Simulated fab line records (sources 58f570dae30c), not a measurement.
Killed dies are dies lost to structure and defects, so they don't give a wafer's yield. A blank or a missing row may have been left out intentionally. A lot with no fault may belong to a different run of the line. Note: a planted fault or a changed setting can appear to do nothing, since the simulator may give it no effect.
fab line records | flow berkeley_cmos170
[record] lots = 13 | wafers = 39 | last_day = 14
route steps=331 shown CONTACT@228 M1@250 V1@258
lots with no fault: from the same line, run without faults
start_h: hours from the record's first day to the start of the lot's first wafer shown | wait_h: hours since the lot's step before | " unchanged from the row above | L1.1+2: one row covering several wafers at once | - either no value or no given start | * or withheld: withheld | < > ~ a bound
route shown NAME@n: NAME is a module with steps in the file, n the number in the route of the first one | usual: the fault-free wafers' mean and standard deviation | same: alike in all rows | chamber/n: place in a boat | sites: each site's reading | _std_site: standard deviation across them | _edge_site: outer sites' mean less inner sites' | radius_mm: for every site, how far away it sits from the centre of the wafer | mask NAME#n: copy n | behind: the tool/chamber that last shaped the wafer | hold: what put the lot on hold/how long, in hours/how the hold closed | device: the transistor (n, p or np) that didn't switch | end of line: the route-end tests of the same wafers | for a step that has no rows: nothing shown but its recipe | killed: the dies lost at the first sort to structure and to defects; this is not the yield of the wafer | map: the dies of a wafer, with x for killed, . for not killed, _ for no die there
set.NAME: the run value of the setting; set.NAME@STEP: its run value at that earlier step | model.NAME: the simulator's own value behind a step, which no gauge read
route steps across a sampled set of lots; one table per step, one row per wafer
services: when a tool's chamber went out of use (start_h, in hours from the record's first day, below 0 if earlier), for how many hours, and the reason
[[steps]]
[step UCB170_CONTACT_EXPOSE_12]
[recipe] mask_id = CONT | target_cd_nm = 700 | na = 0.5 | sigma_outer = 0.6 | source_shape = conventional | dose_mj = 35
[usual] focus_offset_nm = 0.0/0.48
lot.wafer | tool           | chamber | start_h | wait_h | mask      | focus_offset_nm
L699.2    | krf_scanner-01 | 0       | 159.04  | -      | CONT#0    | -0.3
L699.4    | "              | 0       | "       | "      | CONT#0    | -0.6
L699.6    | "              | 0       | "       | "      | CONT#0    | -1.0
L701.1    | krf_scanner-02 | 0       | 181.25  | -      | CONT#0    | 0.7
L701.2    | "              | 0       | "       | "      | CONT#0    | 0.1
L701.6    | "              | 0       | "       | "      | CONT#0    | -0.6
L703.1    | krf_scanner-01 | 0       | 181.59  | -      | CONT#0    | 0.4
L703.4    | "              | 0       | "       | "      | CONT#0    | -0.5
L703.5    | "              | 0       | "       | "      | CONT#0    | -0.1
L702.1    | krf_scanner-02 | 0       | 181.83  | -      | CONT#0    | -0.7
L702.4    | "              | 0       | "       | "      | CONT#0    | -0.3
L702.5    | "              | 0       | "       | "      | CONT#0    | 0.1
L707.2    | krf_scanner-02 | 0       | 188.03  | -      | CONT#0    | -0.4
L707.3    | "              | 0       | "       | "      | CONT#0    | 0.1
L707.6    | "              | 0       | "       | "      | CONT#0    | 0.0
L708.1    | krf_scanner-02 | 0       | 189.69  | -      | CONT#0    | -0.5
L708.2    | "              | 0       | "       | "      | CONT#0    | -0.5
L708.4    | "              | 0       | "       | "      | CONT#0    | 0.1
L706.2    | krf_scanner-01 | 0       | 190.46  | -      | CONT_R1#0 | 0.3
L706.3    | "              | 0       | "       | "      | CONT_R1#0 | -0.2
L706.6    | "              | 0       | "       | "      | CONT_R1#0 | 0.1
L712.4    | krf_scanner-02 | 0       | 226.68  | -      | CONT#0    | -0.5
L712.5    | "              | 0       | "       | "      | CONT#0    | 0.5
L712.6    | "              | 0       | "       | "      | CONT#0    | 0.6
L714.1    | krf_scanner-01 | 0       | 227.36  | -      | CONT#0    | -0.7
L714.3    | "              | 0       | "       | "      | CONT#0    | -0.7
L714.6    | "              | 0       | "       | "      | CONT#0    | -0.4
L715.1    | krf_scanner-02 | 0       | 229.48  | -      | CONT#0    | 0.1
L715.4    | "              | 0       | "       | "      | CONT#0    | 0.2
L715.6    | "              | 0       | "       | "      | CONT#0    | -0.4
L717.1    | krf_scanner-01 | 0       | 229.95  | -      | CONT#0    | -0.4
L717.3    | "              | 0       | "       | "      | CONT#0    | -0.5
L717.5    | "              | 0       | "       | "      | CONT#0    | -0.2
L719.2    | krf_scanner-02 | 0       | 243.16  | -      | CONT#0    | 0.3
L719.3    | "              | 0       | "       | "      | CONT#0    | 0.6
L719.4    | "              | 0       | "       | "      | CONT#0    | 0.4
L721.2    | krf_scanner-02 | 0       | 265.16  | -      | CONT#0    | -0.2
L721.5    | "              | 0       | "       | "      | CONT#0    | -0.1
L721.6    | "              | 0       | "       | "      | CONT#0    | -0.5
[step UCB170_CONTACT_CD_MEAS_15]
[recipe] target_cd_nm = 700
[usual] cd_nm = 700.3/1.6
lot.wafer | tool      | chamber | start_h | wait_h | cd_nm
L699.2    | cd_sem-01 | -       | 159.98  | -      | 702.5
L699.4    | "         | -       | "       | "      | 702.7
L699.6    | "         | -       | "       | "      | 702.4
L701.1    | cd_sem-01 | -       | 182.09  | -      | 700.7
L701.2    | "         | -       | "       | "      | 699.4
L701.6    | "         | -       | "       | "      | 700.3
L703.1    | cd_sem-01 | -       | 182.23  | -      | 700.5
L703.4    | "         | -       | "       | "      | 701.0
L703.5    | "         | -       | "       | "      | 699.9
L702.1    | cd_sem-02 | -       | 182.23  | -      | 701.5
L702.4    | "         | -       | "       | "      | 701.5
L702.5    | "         | -       | "       | "      | 703.5
L707.2    | cd_sem-02 | -       | 188.42  | -      | 696.8
L707.3    | "         | -       | "       | "      | 699.3
L707.6    | "         | -       | "       | "      | 699.3
L708.1    | cd_sem-01 | -       | 190.08  | -      | 698.2
L708.2    | "         | -       | "       | "      | 699.6
L708.4    | "         | -       | "       | "      | 699.0
L706.2    | cd_sem-01 | -       | 191.06  | -      | 748.1
L706.3    | "         | -       | "       | "      | 749.4
L706.6    | "         | -       | "       | "      | 749.9
L712.4    | cd_sem-02 | -       | 227.10  | -      | 703.3
L712.5    | "         | -       | "       | "      | 703.3
L712.6    | "         | -       | "       | "      | 701.6
L714.1    | cd_sem-02 | -       | 227.75  | -      | 699.8
L714.3    | "         | -       | "       | "      | 700.0
L714.6    | "         | -       | "       | "      | 699.6
L715.1    | cd_sem-02 | -       | 230.38  | -      | 703.4
L715.4    | "         | -       | "       | "      | 702.7
L715.6    | "         | -       | "       | "      | 701.8
L717.1    | cd_sem-01 | -       | 230.68  | -      | 698.8
L717.3    | "         | -       | "       | "      | 698.0
L717.5    | "         | -       | "       | "      | 697.4
L719.2    | cd_sem-01 | -       | 244.26  | -      | 700.6
L719.3    | "         | -       | "       | "      | 699.1
L719.4    | "         | -       | "       | "      | 699.5
L721.2    | cd_sem-02 | -       | 265.55  | -      | 699.7
L721.5    | "         | -       | "       | "      | 700.0
L721.6    | "         | -       | "       | "      | 699.6
[step UCB170_M1_METAL_ETCH_12]
[recipe] chemistry = Cl2/BCl3 | target = Al | stop_on = PSG | pressure_mtorr = 12 | target_depth_a = 7800 | over_etch_frac = 0.3 | time_s = 130 | icp_w = 600 | bias_w = 120 | Cl2_flow_sccm = 90 | bcl3_flow_sccm = 45
[usual] drypump_motor_current_A = 5.6/0.35 | oes_product_au = 0.864/0.015 | throttle_valve_pct = 24.44/0.16
lot.wafer | tool         | chamber | start_h | wait_h | drypump_motor_current_A | oes_product_au | rf_hours_counter_h | throttle_valve_pct
L699.2    | rie_metal-02 | 1       | 162.27  | -      | 5.5                     | 0.875          | 2                  | 24.45
L699.4    | "            | 1       | "       | "      | 5.5                     | 0.891          | -                  | 24.45
L699.6    | "            | 0       | "       | "      | 6.1                     | 0.845          | -                  | 24.30
L702.1    | rie_metal-01 | 1       | 184.89  | -      | 5.6                     | 0.863          | 7                  | 24.72
L702.4    | "            | 1       | "       | "      | 5.6                     | 0.861          | -                  | 24.70
L702.5    | "            | 1       | "       | "      | 5.6                     | 0.859          | -                  | 24.74
L703.1    | rie_metal-03 | 1       | 184.92  | -      | 5.2                     | 0.851          | 2                  | 24.40
L703.4    | "            | 1       | "       | "      | 5.3                     | 0.840          | -                  | 24.40
L703.5    | "            | 1       | "       | "      | 5.3                     | 0.842          | -                  | 24.40
L701.1    | rie_metal-02 | 1       | 185.16  | -      | 5.6                     | 0.876          | 3                  | 24.46
L701.2    | "            | 1       | "       | "      | 5.5                     | 0.873          | -                  | 24.48
L701.6    | "            | 1       | "       | "      | 5.6                     | 0.868          | -                  | 24.47
L707.2    | rie_metal-03 | 1       | 190.58  | -      | 5.3                     | 0.847          | 2                  | 24.39
L707.3    | "            | 1       | "       | "      | 5.3                     | 0.845          | -                  | 24.39
L707.6    | "            | 0       | "       | "      | 5.9                     | 0.879          | -                  | 24.59
L708.1    | rie_metal-02 | 1       | 192.59  | -      | 5.6                     | 0.871          | 4                  | 24.47
L708.2    | "            | 0       | "       | "      | 6.0                     | 0.878          | 0                  | 24.20
L708.4    | "            | 1       | "       | "      | 5.5                     | 0.890          | -                  | 24.45
L706.2    | rie_metal-01 | 0       | 194.14  | -      | 4.9                     | 0.854          | 8                  | 24.28
L706.3    | "            | 0       | "       | "      | 4.9                     | 0.854          | -                  | 24.26
L706.6    | "            | 0       | "       | "      | 4.9                     | 0.850          | -                  | 24.26
L712.4    | rie_metal-03 | 1       | 229.38  | -      | 5.2                     | 0.852          | -                  | 24.40
L712.5    | "            | 1       | "       | "      | 5.2                     | 0.855          | -                  | 24.39
L712.6    | "            | 0       | "       | "      | 5.9                     | 0.888          | -                  | 24.58
L714.1    | rie_metal-03 | 0       | 230.84  | -      | 5.9                     | 0.887          | 12                 | 24.59
L714.3    | "            | 1       | "       | "      | 5.3                     | 0.854          | -                  | 24.39
L714.6    | "            | 1       | "       | "      | 5.2                     | 0.855          | -                  | 24.39
L715.1    | rie_metal-01 | 1       | 232.70  | -      | 5.6                     | 0.856          | 9                  | 24.74
L715.4    | "            | 0       | "       | "      | 4.9                     | 0.862          | -                  | 24.26
L715.6    | "            | 0       | "       | "      | 4.9                     | 0.859          | -                  | 24.26
L717.1    | rie_metal-03 | 1       | 232.94  | -      | 5.2                     | 0.843          | 4                  | 24.40
L717.3    | "            | 0       | "       | "      | 5.9                     | 0.873          | -                  | 24.61
L717.5    | "            | 0       | "       | "      | 5.9                     | 0.877          | -                  | 24.59
L719.2    | rie_metal-01 | 0       | 248.28  | -      | 4.9                     | 0.853          | 10                 | 24.27
L719.3    | "            | 0       | "       | "      | 4.9                     | 0.852          | -                  | 24.26
L719.4    | "            | 1       | "       | "      | 5.7                     | 0.846          | -                  | 24.73
L721.2    | rie_metal-02 | 0       | 268.23  | -      | 6.0                     | 0.868          | 2                  | 24.22
L721.5    | "            | 1       | "       | "      | 5.5                     | 0.875          | -                  | 24.47
L721.6    | "            | 0       | "       | "      | 6.0                     | 0.867          | -                  | 24.23
[step UCB170_M1_STRIP_13]
[recipe] chemistry = O2 | power_w = 400 | pressure_mtorr = 3500 | platen_temp_c = withheld | o2_flow_sccm = 400 | overash_fraction = 0.5
[usual] drypump_motor_current_A = 5.9/0.44 | oes_product_au = 0.719/0.0046
lot.wafer | tool            | chamber | start_h | wait_h | drypump_motor_current_A | oes_product_au | rf_hours_counter_h
L699.2    | plasma_asher-01 | 0       | 162.40  | 0.1    | 5.1                     | 0.718          | 39
L699.4    | "               | 1       | "       | "      | 5.9                     | 0.725          | -
L699.6    | "               | 0       | "       | "      | 5.1                     | 0.722          | -
L702.1    | plasma_asher-03 | 0       | 185.02  | 0.1    | 6.3                     | 0.717          | 6
L702.4    | "               | 1       | "       | "      | 5.6                     | 0.721          | -
L702.5    | "               | 0       | "       | "      | 6.2                     | 0.723          | -
L703.1    | plasma_asher-01 | 0       | 185.06  | 0.1    | 5.0                     | 0.722          | 42
L703.4    | "               | 1       | "       | "      | 5.9                     | 0.724          | -
L703.5    | "               | 0       | "       | "      | 5.0                     | 0.714          | -
L701.1    | plasma_asher-03 | 0       | 185.43  | 0.2    | 6.3                     | 0.716          | 7
L701.2    | "               | 1       | "       | "      | 5.6                     | 0.713          | 7
L701.6    | "               | 1       | "       | "      | 5.6                     | 0.728          | -
L707.2    | plasma_asher-04 | 0       | 190.71  | 0.1    | 6.4                     | 0.714          | 46
L707.3    | "               | 1       | "       | "      | 6.0                     | 0.719          | -
L707.6    | "               | 0       | "       | "      | 6.4                     | 0.720          | -
L708.1    | plasma_asher-04 | 1       | 192.72  | 0.1    | 6.0                     | 0.720          | 46
L708.2    | "               | 0       | "       | "      | 6.4                     | 0.719          | 46
L708.4    | "               | 0       | "       | "      | 6.4                     | 0.714          | -
L706.2    | plasma_asher-03 | 0       | 194.27  | 0.1    | 6.3                     | 0.718          | 8
L706.3    | "               | 1       | "       | "      | 5.6                     | 0.725          | -
L706.6    | "               | 0       | "       | "      | 6.3                     | 0.726          | -
L712.4    | plasma_asher-03 | 0       | 229.50  | 0.1    | 6.3                     | 0.726          | -
L712.5    | "               | 0       | "       | "      | 6.3                     | 0.717          | -
L712.6    | "               | 1       | "       | "      | 5.6                     | 0.718          | -
L714.1    | plasma_asher-03 | 0       | 230.97  | 0.1    | 6.3                     | 0.727          | 12
L714.3    | "               | 0       | "       | "      | 6.3                     | 0.713          | -
L714.6    | "               | 0       | "       | "      | 6.3                     | 0.719          | -
L715.1    | plasma_asher-04 | 1       | 232.83  | 0.1    | 6.0                     | 0.734          | 51
L715.4    | "               | 0       | "       | "      | 6.4                     | 0.711          | -
L715.6    | "               | 1       | "       | "      | 6.0                     | 0.724          | -
L717.1    | plasma_asher-01 | 1       | 233.07  | 0.1    | 5.9                     | 0.715          | 47
L717.3    | "               | 0       | "       | "      | 5.0                     | 0.723          | -
L717.5    | "               | 0       | "       | "      | 5.0                     | 0.720          | -
L719.2    | plasma_asher-04 | 0       | 248.45  | 0.1    | 6.4                     | 0.725          | 53
L719.3    | "               | 1       | "       | "      | 6.0                     | 0.721          | -
L719.4    | "               | 0       | "       | "      | 6.4                     | 0.725          | -
L721.2    | plasma_asher-01 | 0       | 268.37  | 0.1    | 5.1                     | 0.721          | 52
L721.5    | "               | 0       | "       | "      | 5.1                     | 0.717          | -
L721.6    | "               | 1       | "       | "      | 5.9                     | 0.722          | -
[step UCB170_V1_THK_MEAS_04]
[recipe] reads = SiO2_of_V1_CVD_00
[usual] V1_POLISHED_THK = 1000.3/1.5
lot.wafer | tool          | chamber | start_h | wait_h | V1_POLISHED_THK[nm]
L699.2    | film_metro-02 | -       | 168.56  | 0.1    | 1002.7
L699.4    | "             | -       | "       | "      | 998.8
L699.6    | "             | -       | "       | "      | 1003.7
L703.1    | film_metro-01 | -       | 191.32  | 0.1    | 999.4
L703.4    | "             | -       | "       | "      | 1000.4
L703.5    | "             | -       | "       | "      | 1000.1
L702.1    | film_metro-02 | -       | 191.62  | 0.1    | 1000.8
L702.4    | "             | -       | "       | "      | 999.2
L702.5    | "             | -       | "       | "      | 999.3
L701.1    | film_metro-03 | -       | 191.92  | 0.1    | 999.1
L701.2    | "             | -       | "       | "      | 1001.0
L701.6    | "             | -       | "       | "      | 999.9
L707.2    | film_metro-02 | -       | 195.05  | 0.1    | 1001.3
L707.3    | "             | -       | "       | "      | 998.2
L707.6    | "             | -       | "       | "      | 999.1
L708.1    | film_metro-01 | -       | 195.34  | 0.1    | 999.8
L708.2    | "             | -       | "       | "      | 1000.6
L708.4    | "             | -       | "       | "      | 999.2
L706.2    | film_metro-02 | -       | 198.97  | 0.1    | 1001.9
L706.3    | "             | -       | "       | "      | 1002.6
L706.6    | "             | -       | "       | "      | 1001.8
L712.4    | film_metro-03 | -       | 236.45  | 0.1    | 999.8
L712.5    | "             | -       | "       | "      | 1000.2
L712.6    | "             | -       | "       | "      | 1002.7
L714.1    | film_metro-02 | -       | 237.32  | 0.1    | 1000.7
L714.3    | "             | -       | "       | "      | 1003.9
L714.6    | "             | -       | "       | "      | 1001.9
L715.1    | film_metro-01 | -       | 237.92  | 0.1    | 1001.3
L715.4    | "             | -       | "       | "      | 999.3
L715.6    | "             | -       | "       | "      | 999.0
L717.1    | film_metro-03 | -       | 238.22  | 0.1    | 999.3
L717.3    | "             | -       | "       | "      | 999.9
L717.5    | "             | -       | "       | "      | 1000.9
L719.2    | film_metro-01 | -       | 253.05  | 0.1    | 998.9
L719.3    | "             | -       | "       | "      | 1001.5
L719.4    | "             | -       | "       | "      | 1001.5
L721.2    | film_metro-03 | -       | 273.55  | 0.1    | 996.3
L721.5    | "             | -       | "       | "      | 999.4
L721.6    | "             | -       | "       | "      | 995.7
[[services]]
tool            | chamber | start_h | hours | kind
plasma_asher-04 | -       | 147.15  | 2.6   | repair
krf_scanner-02  | -       | 162.65  | 0.8   | pm
rie_metal-02    | 0       | 166.22  | -     | clean
rie_metal-02    | 0       | 166.22  | 25.8  | scheduled_down
rie_metal-02    | 0       | 166.22  | 25.8  | vent_cycle
krf_scanner-02  | -       | 188.80  | 0.8   | repair
krf_scanner-01  | -       | 202.06  | 0.8   | pm
plasma_asher-01 | -       | 229.93  | 2.0   | repair
krf_scanner-02  | -       | 232.76  | 1.5   | pm
rie_metal-03    | 0       | 233.07  | -     | clean
rie_metal-03    | 0       | 233.07  | 14.9  | scheduled_down
rie_metal-03    | 0       | 233.07  | 14.9  | vent_cycle
krf_scanner-02  | -       | 244.72  | 2.1   | repair
krf_scanner-01  | -       | 246.25  | 3.8   | repair
krf_scanner-01  | -       | 250.03  | 11.6  | pm
plasma_asher-01 | -       | 257.97  | 0.5   | repair
krf_scanner-01  | -       | 261.58  | 4.4   | pm
plasma_asher-03 | -       | 264.71  | 14.6  | pm
krf_scanner-02  | -       | 265.95  | 1.3   | pm
plasma_asher-04 | -       | 267.74  | 2.8   | pm
[[key]]
[first_sign] step = UCB170_CONTACT_EXPOSE_12 | reading = mask | direction = changed
[effect] step = UCB170_CONTACT_CD_MEAS_15 | reading = cd_nm | direction = up | sigmas = 31 | usual = 700.3 | struck = 749.1
met_at UCB170_CONTACT_EXPOSE_12
struck_lots L706
tester_left_out L706
not_acting_at UCB170_M1_METAL_ETCH_12,UCB170_M1_STRIP_13,UCB170_V1_THK_MEAS_04
onset_between 181.59 190.46
[fault] kind = wrong_mask | tool = any | chamber = - | onset_h = 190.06 | steps = UCB170_CONTACT_EXPOSE_12 | aux_copy = CONT_R1#0 | cd_offset_nm = 49 | scope = struck_lots_only
// tester_left_out: of these lots the tester's yield and bins aren't shown, on N5 and GAA mostly nor the transistor test; their killed dies are dies lost to structure and defects alone, not to doping, threshold or leakage, so they don't give the yield
